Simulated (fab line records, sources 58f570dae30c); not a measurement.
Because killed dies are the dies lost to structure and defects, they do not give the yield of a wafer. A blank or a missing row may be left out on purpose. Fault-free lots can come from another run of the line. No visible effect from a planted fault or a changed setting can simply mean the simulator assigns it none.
Matching of chambers | flow berkeleyCmos170 | UCB170_GATE_ETCH_15 on rieSi-01: 4 sister chambers
The step etches poly-Si in HBr/Cl2, stops on SiO2, time 56.3 s, target depth 278.2 nm. 4 wafers are shown with their chamber, then 10 later ones without.

== WAFERS PAIRED WITH THEIR CHAMBERS ==
wafer  | chamber | throttleValvePct (%)
L110.2 | 2       | 26.58
L110.6 | 3       | 26.47
L112.2 | 1       | 26.75
L112.3 | 0       | 26.77

== WAFERS WHOSE CHAMBER IS MISSING ==
wafer  | throttleValvePct (%)
L112.4 | 26.56
L113.1 | 26.76
L113.2 | 26.48
L113.3 | 26.73
L118.2 | 26.75
L118.3 | 26.45
L118.4 | 26.57
L116.1 | 26.48
L116.4 | 26.57
L116.6 | 26.76

== EACH ONE'S CHAMBER ==
wafer  | from the rows above     | in truth
L112.4 | 2                       | 2
L113.1 | can't be placed: 0 or 1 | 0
L113.2 | 3                       | 3
L113.3 | can't be placed: 1 or 0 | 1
L118.2 | can't be placed: 1 or 0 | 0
L118.3 | 3                       | 3
L118.4 | 2                       | 2
L116.1 | 3                       | 3
L116.4 | 2                       | 2
L116.6 | can't be placed: 0 or 1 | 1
Correctly placed: 6 of 10. Unplaceable from these rows: 4, with the true chamber sitting among the candidates in 4. Placed wrongly: 0.
How it was worked out, from the rows above alone: a wafer's distance from a chamber is the root of the sum, over the readings, of the square of ((its reading less the chamber's mean) divided by the reading's scatter). The wafer belongs to the nearest chamber; if the next one is less than 2 further off, it can't be placed. For every chamber, the mean is computed from those of its wafers that are shown. The scatter: with one shown wafer a chamber, the root of the mean of the squares of how far each hidden wafer lies from its nearest shown one.
